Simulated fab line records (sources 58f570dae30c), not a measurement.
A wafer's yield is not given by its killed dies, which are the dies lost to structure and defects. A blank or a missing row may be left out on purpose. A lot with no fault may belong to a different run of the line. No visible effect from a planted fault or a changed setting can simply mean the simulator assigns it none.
Which of the tools did it? || flow berkeley-cmos170 || at 1 step of a route of 331, 10 lots with 30 wafers sampled

WHAT EACH GAUGE READ, for each wafer
UCB170_NVT_TW_MEAS_09.
{"lot": "L798", "measured": "day 5 06:41", "on": "film-metro-01", "NVT_TW": "525 527 529"}
{"lot": "L799", "measured": "day 5 06:58", "on": "film-metro-04", "NVT_TW": "537 537 538"}
{"lot": "L800", "measured": "day 5 16:37", "on": "film-metro-01", "NVT_TW": "530 528 527"}
{"lot": "L805", "measured": "day 7 00:08", "on": "film-metro-01", "NVT_TW": "525 526 526"}
{"lot": "L807", "measured": "day 7 07:38", "on": "film-metro-04", "NVT_TW": "538 538 537"}
{"lot": "L806", "measured": "day 7 07:56", "on": "film-metro-04", "NVT_TW": "537 535 539"}
{"lot": "L810", "measured": "day 8 00:11", "on": "film-metro-01", "NVT_TW": "524 526 525"}
{"lot": "L811", "measured": "day 8 12:10", "on": "film-metro-01", "NVT_TW": "523 523 523"}
{"lot": "L814", "measured": "day 8 17:40", "on": "film-metro-04", "NVT_TW": "535 536 536"}
{"lot": "L816", "measured": "day 9 09:19", "on": "film-metro-02", "NVT_TW": "514 518 518"}

WHAT TOOL EACH LOT RAN ON (gives the tool, then ch and the chambers of the sampled wafers, and finally the start)
There is no process step in the record ahead of these readings.

THE ANSWER, worked out from the rows above alone
Rule: what is usual is taken from the lots themselves. Put in order of their means at a reading, lots are off if they are a third of the lots or fewer, leave a main group of 4 or more, and stand apart from it by a gap of 3 or more times the standard deviation of the main group's means; of several such gaps the widest counts. A main group is skipped when, at the precision printed for the reading in the tables above, its means are all equal. Also off: a lot with no number at a reading for which 4 or more lots have one. All remaining lots with rows at the step are treated as sound.
None of the lots is off at any reading shown; this tells nothing.

WHAT THE SIMULATOR PUT IN
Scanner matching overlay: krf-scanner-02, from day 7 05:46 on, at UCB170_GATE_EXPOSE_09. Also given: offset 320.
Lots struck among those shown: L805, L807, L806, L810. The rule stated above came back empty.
